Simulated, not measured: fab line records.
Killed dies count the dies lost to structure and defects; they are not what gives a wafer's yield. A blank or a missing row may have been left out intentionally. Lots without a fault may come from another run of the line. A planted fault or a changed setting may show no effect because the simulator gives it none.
The tool behind it: which one? | flow berkeley-cmos170 | 15 lots with 45 wafers sampled at 4 steps, on a route of 331 steps

WHAT THE GAUGES SHOWED, per wafer
UCB170_NLDD_OVL_MEAS_07. Usual: NLDD_OVL gives -3 nm (standard deviation 5.3).
lot  | measured     | on         | NLDD_OVL (nm) | flag
L911 | day 7 19:58  | overlay-02 | 1 -5 -3       |
L912 | day 8 09:49  | overlay-02 | 0 -5 0        |
L910 | day 8 10:26  | overlay-02 | -1 -6 -2      |
L916 | day 8 15:32  | overlay-02 | -2 -10 -6     |
L917 | day 9 00:07  | overlay-02 | -1 -2 -4      |
L919 | day 9 08:32  | overlay-01 | -1 -3 -4      |
L918 | day 9 08:41  | overlay-01 | -10 -1 -3     |
L922 | day 9 19:52  | overlay-01 | 2 -2 -4       |
L921 | day 9 20:22  | overlay-01 | -9 -1 2       |
L923 | day 10 12:41 | overlay-02 | -6 -6 -5      |
L924 | day 10 13:10 | overlay-01 | -4 -9 -11     |
L925 | day 11 06:49 | overlay-01 | 1 -2 -2       |
L926 | day 11 07:42 | overlay-02 | -8 -5 0       |
L932 | day 13 10:28 | overlay-02 | 1 -3 -6       |
L931 | day 13 10:37 | overlay-02 | -1 1 9        |

UCB170_M3_THK_MEAS_03: measures by xrf. Usual: M3_AL_THK gives 899 nm (standard deviation 15).
lot  | measured     | on            | M3_AL_THK (nm) | flag
L911 | day 9 05:11  | film-metro-02 | 880 908 882    |
L912 | day 9 18:13  | film-metro-02 | 902 909 916    |
L910 | day 9 16:39  | film-metro-02 | 903 879 884    |
L916 | day 10 01:28 | film-metro-03 | 914 916 915    |
L917 | day 10 11:32 | film-metro-02 | 889 885 871    |
L919 | day 10 16:20 | film-metro-02 | 876 895 908    |
L918 | day 10 15:25 | film-metro-04 | 879 905 907    |
L922 | day 11 08:41 | film-metro-04 | 888 865 874    |
L921 | day 11 07:47 | film-metro-04 | 898 886 922    |
L926 | day 13 02:03 | film-metro-04 | 873 898 889    |
L932 | day 14 23:51 | film-metro-02 | 904 898 891    |
L931 | day 14 23:35 | film-metro-04 | 913 928 898    |

EACH LOT AND THE TOOL THAT RAN IT (in order: tool; ch and the chambers of the sampled wafers; start)
lot  | UCB170_CONTACT_STRIP_06              | UCB170_V1_DEVELOP_11
L911 | plasma-asher-04 ch 0,1, day 8 14:25  | litho-track-04 ch 0, day 8 22:00
L912 | plasma-asher-01 ch 0,1, day 9 03:23  | litho-track-02 ch 0, day 9 11:00
L910 | plasma-asher-04 ch 0,1, day 9 03:20  | litho-track-03 ch 0, day 9 10:00
L916 | plasma-asher-03 ch 0,1, day 9 07:14  | litho-track-03 ch 0, day 9 18:00
L917 | plasma-asher-01 ch 0,1, day 9 14:25  | litho-track-03 ch 0, day 10 02:00
L919 | plasma-asher-01 ch 0,1, day 10 01:26 | litho-track-03 ch 0, day 10 10:00
L918 | plasma-asher-04 ch 1, day 10 00:58   | litho-track-03 ch 0, day 10 09:00
L922 | plasma-asher-01 ch 0,1, day 10 13:46 | litho-track-03 ch 0, day 10 20:00
L921 | plasma-asher-04 ch 0,1, day 10 13:58 | litho-track-03 ch 0, day 10 22:00
L923 | plasma-asher-03 ch 0, day 11 12:35   | litho-track-03, day 11 22:00
L924 | plasma-asher-01 ch 0,1, day 11 12:35 | litho-track-02, day 11 22:00
L925 | plasma-asher-03 ch 0,1, day 12 06:13 | litho-track-04, day 12 17:00
L926 | plasma-asher-04 ch 0,1, day 12 06:11 | litho-track-02 ch 0, day 12 17:00
L932 | plasma-asher-03 ch 1, day 14 07:54   | litho-track-02 ch 0, day 14 17:00
L931 | plasma-asher-04 ch 0,1, day 14 07:13 | litho-track-02 ch 0, day 14 17:00
- UCB170_CONTACT_STRIP_06: strips in O2.
- UCB170_V1_DEVELOP_11: develop time 45 s.

AS READ BY THE TOOLS THEMSELVES (means over the sampled wafers that have a number; for cases with no such wafer, the mark the record gives instead)
UCB170_CONTACT_STRIP_06. Usual: drypump-motor-current-A 5.6 A, standard deviation 0.61; o2-flow-sccm 399.9 sccm, standard deviation 1.2; oes-product-au 0.735 a.u., standard deviation 0.0046; strip-time-to-endpoint-s 21.98 s, standard deviation 0.069.
lot  | tool            | drypump-motor-current-A (A) | o2-flow-sccm (sccm) | oes-product-au (a.u.) | strip-time-to-endpoint-s (s) | flag
L911 | plasma-asher-04 | 5.7                         | 400.3               | 0.731                 | 21.98                        |
L912 | plasma-asher-01 | 5.7                         | 399.5               | 0.735                 | 21.97                        |
L910 | plasma-asher-04 | 5.5                         | 399.7               | 0.731                 | 22.04                        |
L916 | plasma-asher-03 | 5.5                         | 399.7               | 0.735                 | 22.02                        |
L917 | plasma-asher-01 | 5.7                         | 401.5               | 0.736                 | 21.94                        |
L919 | plasma-asher-01 | 5.3                         | 400.7               | 0.731                 | 21.95                        |
L918 | plasma-asher-04 | 5.7                         | 398.7               | 0.731                 | 22.03                        |
L922 | plasma-asher-01 | 5.3                         | 399.8               | 0.730                 | 21.97                        |
L921 | plasma-asher-04 | 5.5                         | 399.4               | 0.734                 | 21.99                        |
L923 | plasma-asher-03 | 5.0                         | 399.9               | 0.740                 | 21.96                        |
L924 | plasma-asher-01 | 5.7                         | 399.4               | 0.735                 | 22.03                        |
L925 | plasma-asher-03 | 5.5                         | 397.5               | 0.739                 | 22.04                        |
L926 | plasma-asher-04 | 5.6                         | 399.6               | 0.733                 | 22.01                        |
L932 | plasma-asher-03 | 6.6                         | 399.3               | 0.735                 | 22.03                        |
L931 | plasma-asher-04 | 5.6                         | 401.3               | 0.735                 | 21.85                        |

UCB170_V1_DEVELOP_11. Usual: chill-plate-temp-C reads 23.00 C (standard deviation 0.12).
lot  | tool           | chill-plate-temp-C (C) | flag
L911 | litho-track-04 | 22.92                  |
L912 | litho-track-02 | 23.08                  |
L910 | litho-track-03 | 22.89                  |
L916 | litho-track-03 | 23.31                  |
L917 | litho-track-03 | 23.04                  |
L919 | litho-track-03 | 22.77                  |
L918 | litho-track-03 | 23.10                  |
L922 | litho-track-03 | 22.83                  |
L921 | litho-track-03 | 23.04                  |
L923 | litho-track-03 | -                      | OFF
L924 | litho-track-02 | -                      | OFF
L925 | litho-track-04 | -                      | OFF
L926 | litho-track-02 | 22.92                  |
L932 | litho-track-02 | 23.10                  |
L931 | litho-track-02 | 22.95                  |

THE ANSWER, worked out from the rows above alone
Rule: a lot counts as off when the mean over its wafers that have a number is more than 3 standard deviations away from the usual mean. A lot without any number at a reading at which 4 lots or more have one is off too. The other lots that the step has rows for count as sound. After the gauges, taken in route order, come the tools' own readings; for these a lot's mean is taken, as printed above. The first step at which some lot is off is used, and at that step the reading that is off furthest; a lot without a number counts as furthest.
Off: L923, L924, L925, at UCB170_V1_DEVELOP_11 (chill-plate-temp-C). Without a number there: L923, L924, L925.
If a tool, at that step or one of the process steps before it, ran each lot that is off and ran no sound lot following the first of them, it fits. No candidate that was tried fits.

WHAT THE SIMULATOR HAD INSERTED
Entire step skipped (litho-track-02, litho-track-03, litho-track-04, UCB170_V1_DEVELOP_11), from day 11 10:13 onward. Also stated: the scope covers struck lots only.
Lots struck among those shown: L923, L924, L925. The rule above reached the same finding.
